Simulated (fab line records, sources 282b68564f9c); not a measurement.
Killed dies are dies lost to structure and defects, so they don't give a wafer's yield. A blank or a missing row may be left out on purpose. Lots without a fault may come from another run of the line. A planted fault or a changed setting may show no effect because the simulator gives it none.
fab line records | flow rit_cmos
record lots=7 wafers=21 last_day=7
route steps=202 shown NLDD@110 PLDD@114 SPACER@125 NSD@131 PSD@142 M1@202
lots that met no fault: from a run of the same line without faults
start_h: hours from the record's first day to the start of the lot's first wafer shown | wait_h: hours since the lot's step before | " the same as in the row above | L1.1+2: a row that stands for several wafers | - no value, or no start given | * or withheld: withheld | < > ~ a bound
route shown NAME@n: a module of which the file shows steps, and the number in the route of the first | usual: mean/standard deviation of fault-free wafers | same: alike in all rows | chamber/n: place in a boat | sites: the reading at each site | _std_site: their standard deviation | _edge_site: outer sites' mean less inner sites' | radius_mm: how far each site lies from the wafer's centre | mask NAME#n: copy n | behind: the tool/chamber that last shaped the wafer | hold: why the lot was held/for how many hours/how that ended | device: the transistor (n, p or np) that didn't switch | end of line: the same wafers' tests at the end of the route | a step without rows: its recipe alone | killed: dies lost to structure and defects at the first sort, not the wafer's yield | map: a wafer's dies, x killed, . not, _ none there
set.NAME: the setting as run; set.NAME@STEP: as run at that earlier step | model.NAME: the simulator's own value behind a step, which no gauge read
lots at some steps of the route; a table a step, a row a wafer
services: from which hour (start_h, from the record's first day; less than 0 if before it) a tool's chamber was out of use, for how many hours, and why
## steps
# step RIT_NLDD_HARDBAKE_07
# recipe resist=NOVOLAK temp_c=140 time_s=60
# step RIT_NLDD_IMPLANT_08
# recipe species=P energy_kev=20 dose_cm2=5e+14 tilt_deg=7
# step RIT_NLDD_STRIP_09
# recipe chemistry=O2 time_s=180 resist=NOVOLAK platen_temp_c=withheld power_w=500 pressure_mtorr=4000 o2_flow_sccm=4000
# step RIT_NLDD_TW_MEAS_10
# usual NLDD_TW=2525/17
# columns lot.wafer tool chamber start_h wait_h NLDD_TW
L955.3 film_metro-02 - 41.49 0.1 2530
L955.4 " - " " 2526
L955.6 " - " " 2530
L960.3 film_metro-03 - 67.92 0.1 2494
L960.5 " - " " 2507
L960.6 " - " " 2512
L963.1 film_metro-03 - 83.64 0.1 2504
L963.3 " - " " 2510
L963.4 " - " " 2500
L966.2 film_metro-04 - 98.74 0.1 2559
L966.3 " - " " 2558
L966.5 " - " " 2561
L967.3 film_metro-03 - 105.38 0.1 2526
L967.5 " - " " 2540
L967.6 " - " " 2527
L968.1 film_metro-04 - 111.98 0.1 2552
L968.4 " - " " 2551
L968.6 " - " " 2556
L975.4 film_metro-04 - 145.32 0.1 2540
L975.5 " - " " 2542
L975.6 " - " " 2534
# step RIT_PLDD_HMDS_00
# recipe prime_time_s=60 prime_temp_c=140
# step RIT_PLDD_COAT_01
# recipe resist=NOVOLAK spin_rpm=3250 resist_thk_nm=1000
# step RIT_PLDD_SOFTBAKE_02
# recipe resist=NOVOLAK temp_c=90 time_s=60
# step RIT_PLDD_EXPOSE_03
# recipe mask_id=M8 na=0.57 target_cd_nm=40900 dose_mj=250
# step RIT_PLDD_PEB_04
# recipe resist=NOVOLAK temp_c=withheld time_s=withheld
# step RIT_PLDD_DEVELOP_05
# recipe resist=NOVOLAK develop_time_s=50 dev_temp_c=23
# step RIT_PLDD_OVL_MEAS_06
# usual PLDD_OVL=0.6/1.3
# columns lot.wafer tool chamber start_h wait_h PLDD_OVL[nm]
L955.3 overlay-01 - 42.59 - 2.4
L955.4 " - " " 2.4
L955.6 " - " " 2.2
L960.3 overlay-02 - 68.82 - 2.4
L960.5 " - " " 1.9
L960.6 " - " " 2.4
L963.1 overlay-01 - 84.72 - 1.6
L963.3 " - " " -0.1
L963.4 " - " " -0.1
L966.2 overlay-02 - 99.65 - 1.1
L966.3 " - " " 1.2
L966.5 " - " " 2.1
L967.3 overlay-02 - 106.35 - 0.7
L967.5 " - " " 1.6
L967.6 " - " " 1.5
L968.1 overlay-01 - 112.89 - 3.9
L968.4 " - " " 1.6
L968.6 " - " " 1.8
L975.4 overlay-01 - 146.55 - 0.3
L975.5 " - " " 0.2
L975.6 " - " " 0.3
# step RIT_PLDD_HARDBAKE_07
# recipe resist=NOVOLAK temp_c=140 time_s=60
# step RIT_PLDD_IMPLANT_08
# recipe species=BF2 energy_kev=20.28 dose_cm2=9e+14 tilt_deg=7
# usual beam_on_s=10.02/0.2 faraday_current_uA=2816/55
# columns lot.wafer tool chamber start_h wait_h beam_on_s faraday_current_uA
L955.3 implanter-03 0 42.81 0.1 9.86 2867
L955.4 " 0 " " 10.00 2828
L955.6 " 0 " " 9.97 2840
L960.3 implanter-02 0 69.05 0.1 9.96 2841
L960.5 " 0 " " 9.96 2840
L960.6 " 0 " " 10.04 2798
L963.1 implanter-02 0 84.91 0.1 13.78 2048
L963.3 " 0 " " 14.28 1987
L963.4 " 0 " " 14.47 1942
L966.2 implanter-02 0 99.85 0.1 14.36 1968
L966.3 " 0 " " 13.74 2045
L966.5 " 0 " " 14.47 1944
L967.3 implanter-01 0 106.57 0.1 9.57 2932
L967.5 " 0 " " 10.10 2796
L967.6 " 0 " " 9.92 2855
L968.1 implanter-02 0 113.07 0.1 14.19 1993
L968.4 " 0 " " 14.15 1994
L968.6 " 0 " " 14.00 2013
L975.4 implanter-03 0 146.79 0.1 10.06 2805
L975.5 " 0 " " 9.77 2872
L975.6 " 0 " " 10.06 2806
# step RIT_PLDD_STRIP_09
# recipe chemistry=O2 time_s=180 resist=NOVOLAK platen_temp_c=withheld power_w=500 pressure_mtorr=4000 o2_flow_sccm=4000
# usual drypump_motor_current_A=5.8/0.67
# columns lot.wafer tool chamber start_h wait_h drypump_motor_current_A rf_hours_counter_h
L955.3 plasma_asher-01 1 42.97 0.1 5.6 -
L955.4 " 0 " " 6.8 -
L955.6 " 1 " " 5.6 -
L960.3 plasma_asher-02 0 69.20 0.1 6.1 -
L960.5 " 1 " " 6.6 -
L960.6 " 0 " " 6.1 -
L963.1 plasma_asher-03 1 85.06 0.1 4.9 43
L963.3 " 0 " " 6.2 -
L963.4 " 1 " " 4.9 -
L966.2 plasma_asher-03 1 99.98 0.1 4.9 44
L966.3 " 0 " " 6.2 -
L966.5 " 0 " " 6.2 -
L967.3 plasma_asher-01 1 106.73 0.1 5.6 -
L967.5 " 1 " " 5.6 -
L967.6 " 0 " " 6.7 -
L968.1 plasma_asher-02 0 113.22 0.1 6.1 31
L968.4 " 1 " " 6.6 -
L968.6 " 1 " " 6.6 -
L975.4 plasma_asher-02 1 146.92 0.1 6.6 -
L975.5 " 1 " " 6.6 -
L975.6 " 0 " " 6.1 -
# step RIT_PLDD_TW_MEAS_10
# usual PLDD_TW=2393/16
# columns lot.wafer tool chamber start_h wait_h PLDD_TW
L955.3 film_metro-04 - 43.11 0.1 2401
L955.4 " - " " 2409
L955.6 " - " " 2424
L960.3 film_metro-03 - 69.34 0.1 2380
L960.5 " - " " 2361
L960.6 " - " " 2381
L963.1 film_metro-04 - 85.23 0.1 2607
L963.3 " - " " 2626
L963.4 " - " " 2607
L966.2 film_metro-03 - 100.16 0.1 2620
L966.3 " - " " 2598
L966.5 " - " " 2616
L967.3 film_metro-04 - 106.87 0.1 2404
L967.5 " - " " 2415
L967.6 " - " " 2415
L968.1 film_metro-04 - 113.40 0.1 2634
L968.4 " - " " 2616
L968.6 " - " " 2631
L975.4 film_metro-02 - 147.07 0.1 2372
L975.5 " - " " 2377
L975.6 " - " " 2384
# step RIT_SPACER_CLEAN_00
# recipe chemistry=SC1 mix=3:3:50 time_s=600 temp_c=75
# step RIT_SPACER_CLEAN_01
# recipe chemistry=dHF dilution=50:1 time_s=30
# step RIT_SPACER_CLEAN_02
# recipe chemistry=SC2 mix=3:3:50 time_s=600 temp_c=75 dry=n2_spin
# step RIT_SPACER_CVD_03
# recipe material=Si3N4 target_thk_nm=250 temp_c=810 precursor=SiH2Cl2/NH3 time_s=3300 pressure_mtorr=300 sih2cl2_flow_sccm=60 nh3_flow_sccm=150
# step RIT_SPACER_THK_MEAS_04
# recipe reads=Si3N4_of_SPACER_CVD_03
# usual SPACER_NITRIDE_THK=250.3/2.4
# columns lot.wafer tool chamber start_h wait_h SPACER_NITRIDE_THK[nm]
L955.3 film_metro-01 - 45.64 0.0 248.8
L955.4 " - " " 249.7
L955.6 " - " " 247.0
L960.3 film_metro-04 - 71.68 0.0 248.8
L960.5 " - " " 249.1
L960.6 " - " " 249.5
L963.1 film_metro-03 - 87.95 0.0 251.2
L963.3 " - " " 250.5
L963.4 " - " " 251.1
L966.2 film_metro-03 - 102.68 0.0 252.9
L966.3 " - " " 251.6
L966.5 " - " " 252.8
L967.3 film_metro-04 - 109.91 0.0 252.8
L967.5 " - " " 253.5
L967.6 " - " " 252.5
L968.1 film_metro-01 - 116.70 0.0 251.7
L968.4 " - " " 251.6
L968.6 " - " " 252.7
L975.4 film_metro-04 - 150.55 0.0 247.3
L975.5 " - " " 249.5
L975.6 " - " " 247.1
# step RIT_SPACER_ETCHBACK_05
# recipe target_depth_a=2500 SF6_flow_sccm=30 CHF3_flow_sccm=30 target=Si3N4 chemistry=SF6/CHF3 pressure_mtorr=40 rf_w=250 time_s=240 stop_on=SiO2
# usual drypump_motor_current_A=5.8/0.68 oes_product_au=0.840/0.015 rf_fwd_power_W=249.3/0.73 throttle_valve_pct=10.23/0.13
# columns lot.wafer tool chamber start_h wait_h drypump_motor_current_A oes_product_au rf_fwd_power_W rf_hours_counter_h throttle_valve_pct
L955.3 rie_diel-01 0 45.68 0.0 5.2 0.851 248.4 157 10.08
L955.4 " 3 " " 6.4 0.867 248.2 22 10.14
L955.6 " 1 " " 6.6 0.831 248.3 - 10.25
L960.3 rie_diel-04 2 71.72 0.0 5.3 0.838 249.7 105 10.46
L960.5 " 1 " " 4.7 0.827 248.7 - 10.30
L960.6 " 0 " " 6.2 0.822 250.1 - 10.20
L963.1 rie_diel-02 3 88.01 0.1 6.2 0.833 249.4 22 10.25
L963.3 " 2 " " 5.6 0.846 249.5 5 10.34
L963.4 " 0 " " 6.5 0.842 249.8 35 10.09
L966.2 rie_diel-02 0 102.73 0.0 6.5 0.850 248.7 36 10.10
L966.3 " 3 " " 6.2 0.841 248.5 22 10.25
L966.5 " 1 " " 4.9 0.862 249.7 - 10.33
L967.3 rie_diel-01 3 109.95 0.0 6.4 0.866 249.5 24 10.15
L967.5 " 1 " " 6.6 0.838 250.1 - 10.26
L967.6 " 2 " " 5.1 0.820 250.5 - 10.34
L968.1 rie_diel-02 1 116.76 0.1 5.0 0.849 249.4 14 10.35
L968.4 " 2 " " 5.7 0.851 249.5 6 10.34
L968.6 " 0 " " 6.5 0.851 250.0 - 10.09
L975.4 rie_diel-01 0 150.58 0.0 5.2 0.836 249.5 0 10.12
L975.5 " 2 " " 5.2 0.822 248.7 - 10.34
L975.6 " 1 " " 6.6 0.835 250.0 - 10.25
# step RIT_NSD_HMDS_00
# recipe prime_time_s=60 prime_temp_c=140
# step RIT_NSD_COAT_01
# recipe resist=NOVOLAK spin_rpm=3250 resist_thk_nm=1000
# step RIT_NSD_SOFTBAKE_02
# recipe resist=NOVOLAK temp_c=90 time_s=61.69
# usual exhaust_pa=45.1/0.89 plate_sensor_t_centre_C=90.969/0.011 plate_sensor_t_edge_C=91.022/0.01
# columns lot.wafer tool chamber start_h wait_h exhaust_pa plate_sensor_t_centre_C plate_sensor_t_edge_C
L955.3 litho_track-01 0 46.18 0.1 44.9 90.969 91.030
L955.4 " 0 " " 46.2 90.988 91.023
L955.6 " 0 " " 44.4 90.978 91.019
L960.3 litho_track-04 0 72.22 0.1 45.7 90.974 91.014
L960.5 " 0 " " 45.5 90.969 91.030
L960.6 " 0 " " 46.1 90.984 91.017
L963.1 litho_track-03 0 88.46 0.1 45.1 90.973 91.037
L963.3 " 0 " " 45.6 90.962 91.038
L963.4 " 0 " " 46.3 90.966 91.026
L966.2 litho_track-04 0 103.21 0.1 43.9 90.984 91.035
L966.3 " 0 " " 45.2 90.959 91.027
L966.5 " 0 " " 44.3 90.967 91.023
L967.3 litho_track-01 0 110.45 0.1 44.4 90.965 91.009
L967.5 " 0 " " 45.0 90.959 91.026
L967.6 " 0 " " 43.6 90.983 91.017
L968.1 litho_track-04 0 117.21 0.1 45.5 90.950 91.017
L968.4 " 0 " " 44.8 90.960 91.043
L968.6 " 0 " " 46.3 90.966 91.027
L975.4 litho_track-04 0 151.10 0.1 45.1 90.971 91.041
L975.5 " 0 " " 44.0 90.969 91.025
L975.6 " 0 " " 45.9 91.002 91.030
# step RIT_NSD_EXPOSE_03
# recipe mask_id=M9 na=0.57 target_cd_nm=40700 dose_mj=250
# step RIT_NSD_PEB_04
# recipe resist=NOVOLAK temp_c=withheld time_s=withheld
# step RIT_NSD_DEVELOP_05
# recipe resist=NOVOLAK develop_time_s=50 dev_temp_c=23
# step RIT_NSD_OVL_MEAS_06
# usual NSD_OVL=1.4/1.3
# columns lot.wafer tool chamber start_h wait_h NSD_OVL[nm]
L955.3 overlay-01 - 46.82 - 1.4
L955.4 " - " " -0.8
L955.6 " - " " -1.6
L960.3 overlay-02 - 72.74 - -1.6
L960.5 " - " " 0.6
L960.6 " - " " 0.5
L963.1 overlay-02 - 89.01 - 4.6
L963.3 " - " " 4.3
L963.4 " - " " 3.3
L966.2 overlay-01 - 103.86 - 0.8
L966.3 " - " " 0.1
L966.5 " - " " -0.2
L967.3 overlay-01 - 111.11 - 0.2
L967.5 " - " " 1.1
L967.6 " - " " 1.1
L968.1 overlay-01 - 117.76 - 0.9
L968.4 " - " " 0.4
L968.6 " - " " 2.5
L975.4 overlay-02 - 151.75 - 2.1
L975.5 " - " " 2.5
L975.6 " - " " 1.2
# step RIT_NSD_HARDBAKE_07
# recipe resist=NOVOLAK temp_c=140 time_s=60
# step RIT_NSD_IMPLANT_08
# recipe species=P energy_kev=25 dose_cm2=1e+15 tilt_deg=7
# step RIT_NSD_STRIP_09
# recipe chemistry=O2 time_s=180 resist=NOVOLAK platen_temp_c=withheld power_w=500 pressure_mtorr=4000 o2_flow_sccm=4000
# usual drypump_motor_current_A=6.2/0.53
# columns lot.wafer tool chamber start_h wait_h drypump_motor_current_A rf_hours_counter_h
L955.3 plasma_asher-04 0 47.20 0.1 6.3 -
L955.4 " 1 " " 5.2 -
L955.6 " 0 " " 6.4 -
L960.3 plasma_asher-01 0 73.12 0.1 6.8 -
L960.5 " 0 " " 6.8 -
L960.6 " 1 " " 5.6 -
L963.1 plasma_asher-01 1 89.35 0.1 5.6 45
L963.3 " 0 " " 6.8 -
L963.4 " 1 " " 5.6 -
L966.2 plasma_asher-01 1 104.19 0.1 5.6 46
L966.3 " 0 " " 6.8 -
L966.5 " 1 " " 5.6 -
L967.3 plasma_asher-01 0 111.49 0.1 6.8 -
L967.5 " 0 " " 6.9 -
L967.6 " 1 " " 5.6 -
L968.1 plasma_asher-01 1 118.14 0.1 5.6 48
L968.4 " 1 " " 5.6 -
L968.6 " 0 " " 6.8 -
L975.4 plasma_asher-02 1 152.12 0.1 6.6 -
L975.5 " 1 " " 6.6 -
L975.6 " 0 " " 6.2 -
# step RIT_NSD_TW_MEAS_10
# usual NSD_TW=3166/20
# columns lot.wafer tool chamber start_h wait_h NSD_TW
L955.3 film_metro-03 - 47.34 0.1 3131
L955.4 " - " " 3128
L955.6 " - " " 3129
L960.3 film_metro-03 - 73.26 0.1 3128
L960.5 " - " " 3142
L960.6 " - " " 3136
L963.1 film_metro-03 - 89.52 0.1 3140
L963.3 " - " " 3139
L963.4 " - " " 3141
L966.2 film_metro-02 - 104.38 0.1 3178
L966.3 " - " " 3171
L966.5 " - " " 3179
L967.3 film_metro-03 - 111.63 0.1 3180
L967.5 " - " " 3198
L967.6 " - " " 3185
L968.1 film_metro-04 - 118.31 0.1 3187
L968.4 " - " " 3189
L968.6 " - " " 3196
L975.4 film_metro-02 - 152.27 0.1 3169
L975.5 " - " " 3163
L975.6 " - " " 3184
# step RIT_PSD_HMDS_00
# recipe prime_time_s=60 prime_temp_c=140
# step RIT_PSD_COAT_01
# recipe resist=NOVOLAK spin_rpm=3250 resist_thk_nm=1000
# step RIT_PSD_SOFTBAKE_02
# recipe resist=NOVOLAK temp_c=90 time_s=60
# step RIT_PSD_EXPOSE_03
# recipe mask_id=M10 na=0.57 target_cd_nm=40900 dose_mj=250
# step RIT_PSD_PEB_04
# recipe resist=NOVOLAK temp_c=withheld time_s=withheld
# step RIT_PSD_DEVELOP_05
# recipe resist=NOVOLAK develop_time_s=50 dev_temp_c=23
# step RIT_PSD_OVL_MEAS_06
# usual PSD_OVL=-0.4/1.4
# columns lot.wafer tool chamber start_h wait_h PSD_OVL[nm]
L955.3 overlay-02 - 48.24 - -0.2
L955.4 " - " " 0.1
L955.6 " - " " 2.2
L960.3 overlay-02 - 74.28 - 1.3
L960.5 " - " " 1.4
L960.6 " - " " -0.9
L963.1 overlay-01 - 90.43 - -2.9
L963.3 " - " " -2.9
L963.4 " - " " -1.2
L966.2 overlay-02 - 105.31 - -0.5
L966.3 " - " " 2.6
L966.5 " - " " 0.7
L967.3 overlay-02 - 112.66 - 0.6
L967.5 " - " " -0.2
L967.6 " - " " -0.4
L968.1 overlay-02 - 119.29 - -0.4
L968.4 " - " " -2.3
L968.6 " - " " -1.0
L975.4 overlay-02 - 153.17 - -0.2
L975.5 " - " " 1.3
L975.6 " - " " -0.3
# step RIT_PSD_HARDBAKE_07
# recipe resist=NOVOLAK temp_c=140 time_s=60
# step RIT_PSD_IMPLANT_08
# recipe species=BF2 energy_kev=27.4 dose_cm2=5e+15 tilt_deg=7
# step RIT_PSD_STRIP_09
# recipe chemistry=O2 time_s=180 resist=NOVOLAK platen_temp_c=withheld power_w=500 pressure_mtorr=4000 o2_flow_sccm=4000
# usual drypump_motor_current_A=5.9/0.66
# columns lot.wafer tool chamber start_h wait_h drypump_motor_current_A rf_hours_counter_h
L955.3 plasma_asher-01 0 48.62 0.1 6.8 -
L955.4 " 1 " " 5.6 -
L955.6 " 1 " " 5.6 -
L960.3 plasma_asher-01 0 74.67 0.1 6.7 -
L960.5 " 0 " " 6.8 -
L960.6 " 1 " " 5.6 -
L963.1 plasma_asher-03 1 90.77 0.1 4.9 43
L963.3 " 1 " " 4.9 -
L963.4 " 0 " " 6.2 -
L966.2 plasma_asher-04 0 105.64 0.1 6.3 49
L966.3 " 1 " " 5.2 -
L966.5 " 1 " " 5.2 -
L967.3 plasma_asher-01 1 113.04 0.1 5.6 -
L967.5 " 1 " " 5.6 -
L967.6 " 0 " " 6.7 -
L968.1 plasma_asher-03 0 119.79 0.1 6.2 47
L968.4 " 1 " " 4.9 -
L968.6 " 1 " " 4.9 -
L975.4 plasma_asher-03 1 153.54 0.1 4.9 -
L975.5 " 0 " " 6.2 -
L975.6 " 1 " " 4.8 -
# step RIT_SDANNEAL_RS_MEAS_06
# recipe thk_meas_gauge=four-point-probe
# usual PLDD_RS=177.8/0.49
# columns lot.wafer tool chamber start_h wait_h PLDD_RS[ohm/sq]
L955.3 film_metro-04 - 49.99 0.1 178.3
L955.4 " - " " 178.0
L955.6 " - " " 179.0
L960.3 film_metro-04 - 75.55 0.1 177.5
L960.5 " - " " 177.1
L960.6 " - " " 177.7
L963.1 film_metro-04 - 91.84 0.1 159.1
L963.3 " - " " 159.3
L963.4 " - " " 159.6
L966.2 film_metro-03 - 106.57 0.1 160.0
L966.3 " - " " 160.5
L966.5 " - " " 159.8
L967.3 film_metro-04 - 114.27 0.1 178.1
L967.5 " - " " 177.9
L967.6 " - " " 177.5
L968.1 film_metro-02 - 120.71 0.1 159.4
L968.4 " - " " 158.6
L968.6 " - " " 159.3
L975.4 film_metro-04 - 154.80 0.1 178.3
L975.5 " - " " 178.5
L975.6 " - " " 178.4
# step RIT_M1_PROBE_99
# usual killed_at_M0_to_M3=0.1/0.34 killed_at_contacts=0.1/0.26 killed_at_front_end=7/3.1 killed_dies=7/3.1 killed_open=3.5/1.9 killed_short=3.4/2.1
# same gross_dies=264 killed_at_M4_up=0 killed_at_back_side=0 killed_at_other=0
# columns lot.wafer tool chamber start_h wait_h killed_at_M0_to_M3 killed_at_contacts killed_at_front_end killed_dies killed_open killed_short model.etest.pmos_turned.r_on_ohm_um model.etest.pmos_0p3.r_on_ohm_um model.etest.pmos_0p15.r_on_ohm_um model.etest.pldd.rs_ohm_sq model.etest.pldd.line_ohm_um model.etest.pmos_turned.drive_ua_um model.etest.pmos_0p15.drive_ua_um model.etest.pmos_0p15.off_log10_a_um
L955.3 prober-01 - 58.55 0.2 0 1 5 6 3 3 3300 6192 2657 467.6 148.9 202.3 269.8 -9.88
L955.4 prober-01 - 58.60 0.2 0 0 2 2 1 1 3375 6187 2684 485.6 154.1 197.8 266.8 -10.03
L955.6 prober-01 - 58.70 0.2 0 0 8 8 5 3 3353 6213 2715 455.8 142.3 202.8 266 -9.948
L960.3 prober-01 - 83.77 0.2 0 0 11 11 5 6 3265 6156 2667 440.2 139.2 204.9 267.2 -10.07
L960.5 prober-01 - 83.87 0.2 0 0 3 3 1 2 3162 6076 2564 437.1 137.1 210.1 274.3 -9.853
L960.6 prober-01 - 83.92 0.2 0 0 6 6 3 3 3263 6143 2670 449.1 141.2 202.7 262.4 -10.29
L963.1 prober-02 - 100.35 0.1 1 0 8 9 2 7 3349 6321 2693 399.3 128.8 195.9 256.8 -10.5
L963.3 prober-02 - 100.45 0.2 0 0 5 5 3 2 3236 6204 2596 397.8 125.8 204.9 268 -10.2
L963.4 prober-02 - 100.50 0.2 0 0 9 9 6 3 3325 6208 2692 405.2 128.9 198.5 258.7 -10.2
L966.2 prober-01 - 114.91 0.1 0 0 3 3 2 1 3256 6197 2653 383.7 120.8 203.8 266.1 -10.07
L966.3 prober-01 - 114.96 0.2 0 0 6 6 3 3 3130 6041 2544 365.4 116 212.6 276.8 -9.986
L966.5 prober-01 - 115.06 0.2 0 0 5 5 3 2 3204 6237 2631 369 121.5 204.1 265.9 -10.2
L967.3 prober-02 - 122.07 0.2 0 0 6 6 4 2 3464 6397 2801 524.3 167.4 186.7 253 -10.46
L967.5 prober-02 - 122.17 0.2 0 0 7 7 2 5 3360 6245 2732 520 162.9 194 263 -10.33
L967.6 prober-02 - 122.22 0.2 0 0 2 2 0 2 3346 6187 2670 489 155.7 199.3 263.9 -10.19
L968.1 prober-01 - 128.10 0.1 0 0 7 7 5 2 3163 6063 2625 358.3 115.4 209.8 265.1 -10.1
L968.4 prober-01 - 128.25 0.2 0 0 5 5 0 5 3112 6040 2558 366 115 214.2 274.2 -9.909
L968.6 prober-01 - 128.35 0.2 0 0 7 7 2 5 3253 6152 2650 368.8 117.3 205.1 265.6 -10.18
L975.4 prober-02 - 162.35 0.2 0 0 9 9 4 5 3531 6348 2854 485.3 152.3 186.7 243.9 -10.63
L975.5 prober-02 - 162.40 0.2 0 0 9 9 3 6 3626 6344 2942 520.3 164.2 179.7 240.3 -10.62
L975.6 prober-02 - 162.45 0.2 0 0 10 10 5 5 3648 6491 2939 509.4 159.6 179.6 240.2 -10.62
# killed by level:class
L955.3 SILICIDE:geometric_particle:short=2 SPACER:geometric_particle:short=1 SPACER:geometric_particle:open=1 SILICIDE:geometric_particle:open=1 CONTACT:geometric_particle:open=1
L955.4 GATE:geometric_particle:short=1 SILICIDE:geometric_particle:open=1
L955.6 FOX1:geometric_particle:open=3 GATE:geometric_particle:short=2 GATE:geometric_particle:open=1 REOX:geometric_particle:short=1 SPACER:geometric_particle:open=1
L960.3 GATE:geometric_particle:short=4 FOX1:geometric_particle:open=2 FOX2:geometric_particle:open=1 GATE:geometric_particle:open=1 SPACER:geometric_particle:short=1 SPACER:geometric_particle:open=1 SILICIDE:geometric_particle:short=1
L960.5 GATE:geometric_particle:short=2 FOX1:geometric_particle:open=1
L960.6 FOX2:geometric_particle:open=2 GATE:geometric_particle:short=1 REOX:geometric_particle:short=1 REOX:geometric_particle:open=1 SPACER:geometric_particle:short=1
L963.1 SILICIDE:geometric_particle:short=3 FOX1:geometric_particle:short=2 GATE:geometric_particle:short=2 SILICIDE:geometric_particle:open=1 M1:geometric_particle:open=1
L963.3 GATE:geometric_particle:open=2 FOX1:geometric_particle:short=1 REOX:geometric_particle:open=1 SILICIDE:geometric_particle:short=1
L963.4 REOX:geometric_particle:open=3 FOX1:geometric_particle:short=2 FOX1:geometric_particle:open=1 GATE:geometric_particle:open=1 GATE:geometric_particle:short=1 SILICIDE:geometric_particle:open=1
L966.2 GATE:geometric_particle:open=1 REOX:geometric_particle:open=1 SILICIDE:geometric_particle:short=1
L966.3 REOX:geometric_particle:open=2 FOX1:geometric_particle:short=1 FOX1:geometric_particle:open=1 REOX:geometric_particle:short=1 SILICIDE:geometric_particle:short=1
L966.5 GATE:geometric_particle:open=1 GATE:geometric_particle:short=1 REOX:geometric_particle:short=1 SPACER:geometric_particle:open=1 SILICIDE:geometric_particle:open=1
L967.3 FOX1:geometric_particle:short=1 FOX2:geometric_particle:open=1 GATE:geometric_particle:short=1 GATE:geometric_particle:open=1 SPACER:geometric_particle:open=1 SILICIDE:geometric_particle:open=1
L967.5 GATE:geometric_particle:short=2 REOX:geometric_particle:short=2 FOX2:geometric_particle:open=1 GATE:geometric_particle:open=1 SPACER:geometric_particle:short=1
L967.6 FOX1:geometric_particle:short=1 REOX:geometric_particle:short=1
L968.1 GATE:geometric_particle:open=3 SPACER:geometric_particle:short=2 REOX:geometric_particle:open=1 SPACER:geometric_particle:open=1
L968.4 GATE:geometric_particle:short=2 REOX:geometric_particle:short=2 SILICIDE:geometric_particle:short=1
L968.6 GATE:geometric_particle:short=5 FOX2:geometric_particle:open=1 REOX:geometric_particle:open=1
L975.4 GATE:geometric_particle:short=3 FOX1:geometric_particle:open=2 REOX:geometric_particle:short=2 REOX:geometric_particle:open=1 FOX2:geometric_particle:open=1
L975.5 GATE:geometric_particle:short=3 FOX2:geometric_particle:short=2 GATE:geometric_particle:open=2 ACTIVE:geometric_particle:open=1 SPACER:geometric_particle:short=1
L975.6 GATE:geometric_particle:short=3 GATE:geometric_particle:open=3 FOX2:geometric_particle:short=1 REOX:geometric_particle:open=1 SPACER:geometric_particle:open=1 SILICIDE:geometric_particle:short=1
## services
# columns tool chamber start_h hours kind
rie_diel-01 3 21.77 7.6 repair
implanter-02 - 35.10 1.8 repair
implanter-01 - 37.11 2.9 pm
plasma_asher-02 - 38.91 14.6 pm
rie_diel-01 - 39.73 0.3 repair
implanter-02 - 57.11 0.7 repair
plasma_asher-01 - 59.59 11.9 repair
implanter-03 - 68.71 3.7 repair
rie_diel-02 - 72.63 2.8 pm
implanter-03 - 74.07 4.1 repair
rie_diel-04 - 75.68 0.6 repair
rie_diel-04 1 97.35 7.6 repair
rie_diel-04 0 101.10 4.5 repair
plasma_asher-04 - 101.70 3.8 repair
rie_diel-01 0 106.33 - clean
rie_diel-01 0 106.33 22.8 scheduled_down
plasma_asher-04 - 108.75 9.0 pm
rie_diel-04 3 109.76 2.6 repair
implanter-02 - 113.31 1.8 repair
rie_diel-04 0 121.56 1.8 repair
implanter-03 - 124.08 5.0 pm
rie_diel-02 - 146.66 1.0 repair
implanter-02 - 151.44 1.1 repair
implanter-03 - 152.93 2.1 pm
## key
first_sign step=RIT_PLDD_IMPLANT_08 reading=beam_on_s direction=up sigmas=21 usual=10.02 struck=14.16
effect step=RIT_PLDD_IMPLANT_08 reading=faraday_current_uA direction=down sigmas=15 usual=2816 struck=1993
effect step=RIT_PLDD_TW_MEAS_10 reading=PLDD_TW direction=up sigmas=14 usual=2393 struck=2617
effect step=RIT_SDANNEAL_RS_MEAS_06 reading=PLDD_RS direction=down sigmas=38 usual=177.8 struck=159.5
model_effect step=RIT_M1_PROBE_99 value=etest.pmos_turned.r_on_ohm_um without=3456 struck=3225
met_at RIT_PLDD_IMPLANT_08
struck_wafers L963.1,L963.3,L963.4,L966.2,L966.3,L966.5,L968.1,L968.4,L968.6
tester_left_out L963,L966,L968
onset_between 69.05 84.91
fault kind=process_parameter_drift tool=implanter-02 chamber=- onset_h=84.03 steps=RIT_PLDD_IMPLANT_08 channel=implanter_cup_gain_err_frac offset=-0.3 shape=step end_h=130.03
# tester_left_out: of these lots the tester's yield and bins aren't shown, on N5 and GAA mostly nor the transistor test; their killed dies are dies lost to structure and defects alone, not to doping, threshold or leakage, so they don't give the yield
